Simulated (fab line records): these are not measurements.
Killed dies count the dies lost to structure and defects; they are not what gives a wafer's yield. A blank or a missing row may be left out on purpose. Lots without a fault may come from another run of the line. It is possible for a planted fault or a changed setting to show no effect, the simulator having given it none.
Matching of chambers :: flow berkeley cmos170 :: 4 sister chambers for UCB170_V1_CMP_02 on cmp-01
The step polishes SiO2. 14 wafers are shown with their chamber, then 7 later ones without.

== WAFERS PAIRED WITH THEIR CHAMBERS ==
wafer: L178.1
chamber: 2
motor current A (A): 15.6

wafer: L178.4
chamber: 0
motor current A (A): 18.3

wafer: L178.6
chamber: 2
motor current A (A): 14.6

wafer: L179.1
chamber: 2
motor current A (A): 14.8

wafer: L179.2
chamber: 1
motor current A (A): 13.5

wafer: L179.4
chamber: 3
motor current A (A): 16.6

wafer: L181.1
chamber: 3
motor current A (A): 17.2

wafer: L181.5
chamber: 3
motor current A (A): 16.6

wafer: L181.6
chamber: 0
motor current A (A): 17.7

wafer: L182.1
chamber: 3
motor current A (A): 16.6

wafer: L182.3
chamber: 0
motor current A (A): 16.9

wafer: L182.6
chamber: 3
motor current A (A): 16.7

wafer: L184.2
chamber: 2
motor current A (A): 15.0

wafer: L184.3
chamber: 1
motor current A (A): 14.6

SIGNATURES (means of the wafers above)
reading: motor current A
chamber 0: 17.633
chamber 1: 14.050
chamber 2: 15.000
chamber 3: 16.740
scatter within a chamber: 0.492
Rule: for each reading, subtract the chamber's mean from the wafer's reading, divide by that reading's scatter and square the result; add these up over the readings and take the root, which gives the wafer's distance from the chamber. The wafer belongs to the nearest chamber; if the next one is less than 2 further off, it can't be placed. The scatter is the square root of a quotient: the sum, over the shown wafers, of each reading's squared deviation from its chamber's mean, divided by wafers minus chambers.

== WAFERS WITHOUT THEIR CHAMBER ==
wafer: L184.5
motor current A (A): 14.4

wafer: L200.3
motor current A (A): 14.9

wafer: L200.4
motor current A (A): 14.9

wafer: L200.6
motor current A (A): 18.0

wafer: L199.1
motor current A (A): 18.2

wafer: L199.3
motor current A (A): 15.0

wafer: L199.4
motor current A (A): 16.9

== CHAMBER TAKEN BY EACH ==
wafer: L184.5
from the rows above: can't be placed: 1 or 2
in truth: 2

wafer: L200.3
from the rows above: can't be placed: 2 or 1
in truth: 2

wafer: L200.4
from the rows above: can't be placed: 2 or 1
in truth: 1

wafer: L200.6
from the rows above: can't be placed: 0 or 3
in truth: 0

wafer: L199.1
from the rows above: can't be placed: 0 or 3
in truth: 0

wafer: L199.3
from the rows above: can't be placed: 2 or 1
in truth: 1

wafer: L199.4
from the rows above: can't be placed: 3 or 0
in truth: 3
Correctly placed: 0 of 7. Not placeable from these rows: 7 (in 7, the candidates include the true chamber). Number placed wrongly: 0.
